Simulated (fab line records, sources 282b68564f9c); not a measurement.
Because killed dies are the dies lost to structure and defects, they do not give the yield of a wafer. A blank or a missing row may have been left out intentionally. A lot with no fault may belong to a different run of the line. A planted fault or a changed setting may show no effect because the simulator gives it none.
Which tool was responsible? :: flow rit_cmos :: Sampling: 7 lots, 21 wafers, 2 of 202 route steps

WHAT THE GAUGES READ, wafer by wafer
RIT_ACTIVE_CD_MEAS_11: the cd target is 1400 nm.
lot: L826
measured: day 1 19:26
on: cd_sem-02
cd_nm (nm): 1399.7 1401.6 1401.9

lot: L828
measured: day 2 05:37
on: cd_sem-02
cd_nm (nm): 1401.2 1401.5 1400.7

lot: L832
measured: day 3 01:40
on: cd_sem-02
cd_nm (nm): 1401.6 1403.6 1402.8

lot: L835
measured: day 3 16:26
on: cd_sem-02
cd_nm (nm): 1403.6 1402.1 1404.0

lot: L838
measured: day 4 07:28
on: cd_sem-02
cd_nm (nm): 1425.5 1423.8 1425.1

lot: L842
measured: day 5 03:34
on: cd_sem-01
cd_nm (nm): 1400.2 1398.1 1401.3

lot: L848
measured: day 6 09:31
on: cd_sem-02
cd_nm (nm): 1403.1 1403.9 1405.1

WHAT TOOL EACH LOT RAN ON (gives the tool, then ch and the chambers of the sampled wafers, and finally the start)
lot: L826
RIT_ACTIVE_DEVELOP_10: litho_track-02 ch 0, day 1 19:00

lot: L828
RIT_ACTIVE_DEVELOP_10: litho_track-03 ch 0, day 2 05:00

lot: L832
RIT_ACTIVE_DEVELOP_10: litho_track-02 ch 0, day 3 01:00

lot: L835
RIT_ACTIVE_DEVELOP_10: litho_track-02 ch 0, day 3 16:00

lot: L838
RIT_ACTIVE_DEVELOP_10: litho_track-04 ch 0, day 4 07:00

lot: L842
RIT_ACTIVE_DEVELOP_10: litho_track-02 ch 0, day 5 03:00

lot: L848
RIT_ACTIVE_DEVELOP_10: litho_track-02 ch 0, day 6 09:00
- RIT_ACTIVE_DEVELOP_10: develop time 50 s.

THE ANSWER, worked out from the rows above alone
Rule: what is usual is taken from the lots themselves. The widest of any qualifying gaps counts: lots, ordered by their means at a reading, are off when they make up no more than a third of the lots, leave a main group of 4 or more, and stand apart from it by 3 or more times the standard deviation of that group's means. Not used: any main group whose means are identical at the precision the tables above print for the reading. Also off: a lot with no number at a reading for which 4 or more lots have one. Any other lot the step has rows for is counted as sound.
Off at RIT_ACTIVE_CD_MEAS_11 (cd_nm): L838. Mean 1402.0 nm and standard deviation 1.4 in the main group.
If a tool, at a process step before that reading, ran all the lots that are off and no sound lot after the first of them, it fits. The gauges at RIT_ACTIVE_CD_MEAS_11 are tried like those tools. One fits: RIT_ACTIVE_DEVELOP_10 on litho_track-04. It ran no sound lot before its first lot that is off in this sample, so the start can't be narrowed down.

WHAT THE SIMULATOR PUT IN
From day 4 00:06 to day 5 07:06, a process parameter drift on litho_track-04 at RIT_ACTIVE_DEVELOP_10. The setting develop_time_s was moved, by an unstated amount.
Struck lots among those shown: L838. The rule above reached the same finding.
